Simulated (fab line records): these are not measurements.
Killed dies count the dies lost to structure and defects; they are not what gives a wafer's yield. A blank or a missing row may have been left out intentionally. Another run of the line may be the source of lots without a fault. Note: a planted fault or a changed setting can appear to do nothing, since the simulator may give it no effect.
Which tool was responsible? | flow berkeley-cmos170 | 14 lots with 42 wafers sampled at 3 steps, on a route of 331 steps

== WHAT THE GAUGES SHOWED, per wafer ==
UCB170_NWELL_OVL_MEAS_12. Usual: NWELL_OVL typically reads 0 nm, with standard deviation 5.7.
lot  | measured    | on         | NWELL_OVL (nm) | flag
L328 | day 2 12:09 | overlay-01 | -6 -8 -9       |
L330 | day 2 18:20 | overlay-02 | -8 -11 -8      |
L331 | day 3 01:07 | overlay-02 | -3 -7 -2       |
L334 | day 3 11:07 | overlay-01 | 7 2 1          |
L333 | day 3 11:14 | overlay-01 | -1 -1 4        |
L335 | day 3 18:49 | overlay-02 | 2 5 10         |
L336 | day 3 22:24 | overlay-01 | 0 1 -2         |
L338 | day 4 13:02 | overlay-01 | 3 8 6          |
L340 | day 4 18:10 | overlay-02 | 1 6 3          |
L344 | day 5 19:36 | overlay-02 | 2 1 -7         |
L346 | day 6 01:01 | overlay-02 | 4 0 -1         |
L348 | day 6 09:33 | overlay-01 | 1 4 0          |
L350 | day 6 19:13 | overlay-02 | -2 -5 -7       |
L349 | day 6 19:19 | overlay-01 | 7 6 3          |

UCB170_ACTIVE_CD_MEAS_13: the cd target is 1200 nm. Usual: cd-nm at 1199.8 nm, with a standard deviation of 1.4.
lot  | measured    | on        | cd-nm (nm)           | flag
L328 | day 4 05:12 | cd-sem-01 | 1197.6 1199.6 1198.1 |
L330 | day 4 19:34 | cd-sem-02 | 1199.0 1200.2 1199.1 |
L331 | day 5 08:45 | cd-sem-02 | 1200.2 1199.9 1199.3 |
L334 | day 5 13:53 | cd-sem-01 | 1200.4 1199.7 1199.8 |
L333 | day 5 14:23 | cd-sem-01 | 1201.1 1201.3 1201.0 |
L335 | day 5 14:18 | cd-sem-01 | 1200.2 1200.3 1199.1 |
L336 | day 5 20:05 | cd-sem-02 | 1198.5 1200.1 1199.7 |
L338 | day 6 09:32 | cd-sem-01 | 1197.0 1196.6 1197.4 |
L340 | day 6 12:00 | cd-sem-02 | 1201.7 1202.2 1202.6 |
L344 | day 7 22:47 | cd-sem-01 | 1198.4 1198.8 1198.4 |
L346 | day 7 23:24 | cd-sem-01 | 1199.1 1199.9 1199.6 |
L348 | day 8 03:06 | cd-sem-02 | 1201.6 1202.6 1202.1 |
L350 | day 8 12:19 | cd-sem-01 | 1200.7 1200.6 1201.5 |
L349 | day 8 12:33 | cd-sem-01 | 1199.3 1200.4 1200.0 |

UCB170_ACTIVE_CD_MEAS_90: the cd target is 1200 nm. Usual: cd-nm at 1199.8 nm, with a standard deviation of 1.4.
lot  | measured    | on        | cd-nm (nm)           | flag
L328 | day 4 05:34 | cd-sem-01 | 1197.2 1199.3 1197.8 |
L330 | day 4 19:55 | cd-sem-02 | 1199.1 1200.2 1198.9 |
L331 | day 5 09:07 | cd-sem-02 | 1200.3 1200.4 1199.5 |
L334 | day 5 14:15 | cd-sem-02 | 1200.3 1199.8 1200.2 |
L333 | day 5 14:44 | cd-sem-01 | 1200.8 1201.1 1200.2 |
L335 | day 5 14:44 | cd-sem-02 | 1200.3 1200.0 1199.4 |
L336 | day 5 20:28 | cd-sem-02 | 1198.6 1199.4 1199.6 |
L338 | day 6 09:54 | cd-sem-01 | 1196.4 1196.1 1197.5 |
L340 | day 6 12:22 | cd-sem-02 | 1201.9 1201.6 1203.1 |
L344 | day 7 23:08 | cd-sem-01 | 1198.5 1198.8 1198.7 |
L346 | day 7 23:46 | cd-sem-01 | 1199.4 1200.5 1199.5 |
L348 | day 8 03:28 | cd-sem-02 | 1202.2 1202.6 1202.0 |
L350 | day 8 12:55 | cd-sem-01 | 1200.4 1200.1 1201.6 |
L349 | day 8 13:09 | cd-sem-01 | 1199.4 1200.3 1199.6 |

== WHICH TOOL RAN EACH LOT (tool, then ch and the chambers of the sampled wafers, then the start) ==
There is no process step in the record ahead of these readings.

== AS READ BY THE TOOLS THEMSELVES (means over the sampled wafers that have a number; for cases with no such wafer, the mark the record gives instead) ==
The record holds no such reading with a usual standard deviation.

== THE ANSWER, worked out from the rows above alone ==
Rule: a lot counts as off when the mean over its wafers that have a number is more than 3 standard deviations away from the usual mean. Also off: a lot with no number at a reading for which 4 or more lots have one. Any other lot the step has rows for is counted as sound. The gauges are gone through in route order, then the tools' own readings, and for those a lot's mean is taken as printed above. At the first step where some lot is off, the reading lying furthest off is the one used; lots without a number count as furthest.
No lot is off at any reading shown: from this, nothing can be told.

== WHAT THE SIMULATOR PUT IN ==
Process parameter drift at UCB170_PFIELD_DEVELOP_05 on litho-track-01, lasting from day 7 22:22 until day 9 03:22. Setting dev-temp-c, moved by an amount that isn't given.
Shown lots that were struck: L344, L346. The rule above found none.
